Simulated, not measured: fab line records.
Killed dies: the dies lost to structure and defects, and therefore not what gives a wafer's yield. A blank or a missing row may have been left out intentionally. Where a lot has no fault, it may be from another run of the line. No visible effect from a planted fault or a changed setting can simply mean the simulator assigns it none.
A struck lot beside a sound one ; flow rit-cmos ; 13 steps out of a route of 202
Sound: wafers L897.1, L897.2, L897.3. Wafers L913.2, L913.4, L913.5 were the ones struck. At the end, the cause is stated.
For every step that has rows: the tool of each side, followed by ch and its chambers, followed by its first start. Under that, the readings that differ: sound wafers ; struck wafers ; difference of the means ; sigmas: that difference in standard deviations of wafers without a fault.
alike: words and numbers the same on both sides, and readings whose means are apart by under 2 such deviations; not compared: readings that were withheld, readings missing a value for some wafer, numbers with overlapping values and no deviation given by the record, and bounds like >300 which may hide the same value.
A row with sigmas, a row that says differs or no value, or rows on one side alone: a step with any of these is where the two part. When numbers do not overlap yet have no deviation, they are printed without sigmas and do not part them. Lack of a reading on every wafer of one side parts them only where that side has two or more wafers.

RIT_ACTIVE_BOW_MEAS_00:
  sound: film-metro-04 at day 1 10:00; struck: film-metro-03 at day 4 18:01
  alike: INCOMING_BOW
then, 1 step without rows for these wafers: RIT_ACTIVE_OXIDATION_01 (target thk 46.8 nm, ox time 3360 s).
RIT_ACTIVE_THK_MEAS_02:
  sound: film-metro-02 at day 1 12:03; struck: film-metro-04 at day 4 22:35
  alike: ACTIVE_OXIDE_THK
then, 1 step without rows for these wafers: RIT_ACTIVE_CVD_03 (deposits Si3N4 from SiH2Cl2/NH3, target thk 150 nm, time 1500 s).
RIT_ACTIVE_THK_MEAS_04:
  sound: film-metro-04 at day 1 13:32; struck: film-metro-02 at day 5 00:04
reading;sound;struck;difference;sigmas
ACTIVE_NITRIDE_THK (nm);151.0 151.6 150.2;146.5 148.3 146.5;-3.8;-3
then, 5 steps without rows for these wafers: RIT_ACTIVE_HMDS_05 (prime time 60 s); RIT_ACTIVE_COAT_06 (resist thk 1000 nm); RIT_ACTIVE_SOFTBAKE_07 (time 60 s); RIT_ACTIVE_EXPOSE_08 (exposes mask M1, target cd 1400 nm); RIT_ACTIVE_PEB_09.
RIT_ACTIVE_DEVELOP_10: develop time 50 s.
  sound on litho-track-03 ch 0, day 1 14:00; struck on litho-track-03 ch 0, day 5 00:00
reading;sound;struck;difference;sigmas
developer-temp-C (C);23.05 23.11 22.97;25.22 25.29 25.32;+2.23;+25
RIT_ACTIVE_CD_MEAS_11: the cd target is 1400 nm.
  sound: cd-sem-02 at day 1 14:34; struck: cd-sem-01 at day 5 00:59
  alike: cd-nm
-- the record jumps here: 2 days lie between the struck wafers' starts before and after (it left off in module ACTIVE and takes up again in module M1, whose first step shown is number 202 of the route) --
RIT_M1_PROBE_99:
  sound: prober-01 at day 3 09:48; struck: prober-01 at day 7 00:59
  alike: killed-at-contacts, killed-at-front-end, killed-dies, killed-open, killed-short

== WHERE THEY PART ==
At RIT_ACTIVE_THK_MEAS_04 first; at RIT_ACTIVE_DEVELOP_10 last (within this record only). Later steps at which nothing parts them and some readings are alike: RIT_ACTIVE_CD_MEAS_11, RIT_M1_PROBE_99.

WHY: what the simulator had put in
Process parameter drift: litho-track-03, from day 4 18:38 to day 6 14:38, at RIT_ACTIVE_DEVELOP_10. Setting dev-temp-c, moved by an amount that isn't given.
